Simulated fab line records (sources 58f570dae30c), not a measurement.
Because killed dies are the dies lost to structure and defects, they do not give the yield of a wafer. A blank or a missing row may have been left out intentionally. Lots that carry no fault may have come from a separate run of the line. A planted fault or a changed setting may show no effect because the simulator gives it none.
2 desks, one fault + flow berkeleyCmos170 + each desk holds nothing but its own numbers, with what lay behind them at the end

DESK OF THE TOOL OWNER: implanter-01
The tool's own readings at UCB170_PLDD_IMPLANT_09, given as means over the sampled wafers that have a number, one for each lot that went through this tool. The brackets show how far a lot's mean lies from the usual mean; more than 4 standard deviations puts the lot out of limits, marked OUT.
Columns: A = doseIonsCm2 at UCB170_PLDD_IMPLANT_09, usual 5e+13; B = faradayCurrentUA at UCB170_PLDD_IMPLANT_09, usual 158.5
| lot  | first seen here | A                       | B                |
|------|-----------------|-------------------------|------------------|
| L153 | day 8 00:29     | 5e+13                   | 159.0            |
| L157 | day 8 05:03     | 5e+13                   | 158.2            |
| L156 | day 8 05:56     | 4e+13 (-99 or more) OUT | 137.5 (-7.5) OUT |
| L161 | day 8 23:43     | 4e+13 (-99 or more) OUT | 139.0 (-7.0) OUT |
| L160 | day 9 12:17     | 4e+13 (-99 or more) OUT | 140.0 (-6.6) OUT |
Finding of this desk: L156, L160, L161 out of limits; the first was L156 at day 8 05:56, on doseIonsCm2 at UCB170_PLDD_IMPLANT_09. Within limits: L153, L157.

THE METROLOGY DESK
What the gauges read for every lot (on any tool): the sampled wafers with a number, averaged. The brackets show how far a lot's mean lies from the usual mean; more than 4 standard deviations puts the lot out of limits, marked OUT.
Columns: A = PLDD_TW at UCB170_PLDD_TW_MEAS_11, usual 1009; B = PLDD_RS at UCB170_SDANNEAL_RS_MEAS_04, usual 1032 ohm/sq
| lot  | first seen here | A              | B              |
|------|-----------------|----------------|----------------|
| L153 | day 8 00:44     | 1010           | 1031           |
| L157 | day 8 05:18     | 1009           | 1033           |
| L154 | day 8 05:32     | 1010           | 1035           |
| L151 | day 8 06:04     | 1009           | 1029           |
| L156 | day 8 06:09     | 989 (-5.3) OUT | 1083 (+17) OUT |
| L155 | day 8 06:18     | 1007           | 1034           |
| L161 | day 8 23:58     | 991 (-4.8) OUT | 1085 (+18) OUT |
| L162 | day 9 00:28     | 1008           | 1033           |
| L160 | day 9 12:32     | 989 (-5.4) OUT | 1083 (+17) OUT |
| L164 | day 9 12:49     | 1008           | 1024           |
| L168 | day 10 23:46    | 1013           | 1030           |
| L169 | day 11 00:04    | 1008           | 1031           |
| L171 | day 11 00:10    | 1012           | 1035           |
| L170 | day 11 00:22    | 1006           | 1033           |
| L172 | day 12 01:01    | 1007           | 1032           |
Per this desk, out of limits: L156, L160, L161; the first was L156, day 8 06:09 (PLDD_TW at UCB170_PLDD_TW_MEAS_11). Within limits: L153, L157, L154, L151, L155, L162, L164, L168, L169, L171, L170, L172.

PUT TOGETHER
An alarm could have come from the tool owner's desk at day 8 05:56, on L156, L160, L161.
Metrology desk: alarm possible at day 8 06:09 on L156, L160, L161.
Every lot named ran UCB170_PLDD_IMPLANT_09 on implanter-01.

WHAT THE SIMULATOR HAD PUT IN
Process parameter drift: implanter-01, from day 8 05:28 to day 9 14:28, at UCB170_PLDD_IMPLANT_09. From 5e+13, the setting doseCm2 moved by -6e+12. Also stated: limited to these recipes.
Shown lots that were struck: L156, L160, L161.
Time in hours from fault onset to the first out-of-limits reading at each desk: tool owner's desk 0, metrology desk 1.
